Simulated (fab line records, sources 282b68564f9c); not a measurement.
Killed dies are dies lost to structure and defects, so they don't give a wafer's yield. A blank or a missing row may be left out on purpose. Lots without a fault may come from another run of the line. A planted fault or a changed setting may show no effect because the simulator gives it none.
Split-lot experiment | flow rit_cmos | 5 lots, 23 wafers read, on a route of 202 steps

THE SPLIT
At RIT_CONTACT_COAT_03 (resist thk 1000 nm), the setting spin_rpm was moved away from the recipe's 3250 rpm on 9 of the 23 wafers read, by +3.5% to +5.5%. The other wafers ran this setting at the recipe's value.

The reading is taken at the split's own step.

THE READING
NOVOLAK_of_CONTACT_COAT_03.thk_nm (the simulator's own value, which no gauge read), in nm, at RIT_CONTACT_COAT_03 (resist thk 1000 nm). The file gives no usual value for it. The 14 wafers here that ran the recipe average 999.4 nm, standard deviation 3.4 nm.

wafer  | tool, chamber at the split | spin_rpm as run, rpm | against the recipe | NOVOLAK_of_CONTACT_COAT_03.thk_nm, nm | against lot-mates on the recipe
L077.2 | litho_track-02, 0          | 3364                 | +3.5%              | 978.4                                 | -15.8
L077.3 | litho_track-02, 0          | 3250                 | recipe             | 994                                   | -
L077.4 | litho_track-02, 0          | 3364                 | +3.5%              | 976.2                                 | -18.0
L077.5 | litho_track-02, 0          | 3364                 | +3.5%              | 977.1                                 | -17.1
L077.6 | litho_track-02, 0          | 3250                 | recipe             | 994.4                                 | -
L078.1 | litho_track-03, 0          | 3250                 | recipe             | 1002                                  | -
L078.6 | litho_track-03, 0          | 3250                 | recipe             | 1002                                  | -
L078.3 | litho_track-03, 0          | 3387                 | +4.2%              | 981.5                                 | -20.5
L078.4 | litho_track-03, 0          | 3387                 | +4.2%              | 986.9                                 | -15.1
L078.5 | litho_track-03, 0          | 3387                 | +4.2%              | 982.8                                 | -19.2
L080.2 | litho_track-03, 0          | 3430                 | +5.5%              | 979.5                                 | -25.5
L080.3 | litho_track-03, 0          | 3430                 | +5.5%              | 976.2                                 | -28.8
L080.4 | litho_track-03, 0          | 3250                 | recipe             | 1005                                  | -
L080.6 | litho_track-03, 0          | 3250                 | recipe             | 1005                                  | -
L080.5 | litho_track-03, 0          | 3430                 | +5.5%              | 973.9                                 | -31.1
L081.1 | litho_track-02, 0          | 3250                 | recipe             | 995.1                                 | -
L081.2 | litho_track-02, 0          | 3250                 | recipe             | 997.9                                 | -
L081.3 | litho_track-02, 0          | 3250                 | recipe             | 998.2                                 | -
L081.4 | litho_track-02, 0          | 3250                 | recipe             | 999.3                                 | -
L081.6 | litho_track-02, 0          | 3250                 | recipe             | 997.8                                 | -
L083.4 | litho_track-03, 0          | 3250                 | recipe             | 1001                                  | -
L083.6 | litho_track-03, 0          | 3250                 | recipe             | 1001                                  | -
L083.5 | litho_track-03, 0          | 3250                 | recipe             | 998.9                                 | -

THE FIT
A straight line over all 23 wafers: NOVOLAK_of_CONTACT_COAT_03.thk_nm changes by -4.38 nm for each +1% of spin_rpm; r = -0.93; the points scatter about the line by 4.1 nm.
The same after taking each lot's own level away (the mean of its wafers on the recipe; 23 wafers): -4.87 nm for each +1%; r = -0.99; scatter 1.8 nm.
On that fit, the largest move of spin_rpm shifts the reading by 27 nm.
The lots' own levels span 994.20 to 1005.00 nm, that is 3.2 times the standard deviation above.
So the lot-to-lot level changes the slope: the two fits differ.
Check: with one of the wafers moved furthest among these (+5.5%) left out of the fit, the line predicts -27.1 nm for it against its lot-mates. It came out at -25.5 nm against them.

OTHER SPLITS ON THESE WAFERS
These wafers also went through other splits before the reading. Each is held against what the fit with the lots' levels taken away leaves over:
other split on the same wafers | wafers away from the commonest value | r with NOVOLAK_of_CONTACT_COAT_03.thk_nm (lot level and that fit taken away)
RIT_GATE_COAT_11 spin_rpm      | 5                                    | +0.15
RIT_GATE_ETCH_19 time_s        | 9                                    | +0.02
RIT_NLDD_COAT_01 spin_rpm      | 7                                    | +0.08
RIT_NLDD_IMPLANT_08 energy_kev | 8                                    | -0.09
RIT_NSD_COAT_01 resist_thk_nm  | 8                                    | +0.06
RIT_NSD_HARDBAKE_07 temp_c     | 6                                    | +0.42
RIT_SILICIDE_SPUTTER_01 time_s | 8                                    | +0.03

THE FILE'S OWN FIT
NOVOLAK_of_CONTACT_COAT_03.thk_nm changes by -4.86 nm for each +1% of spin_rpm, r = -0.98.
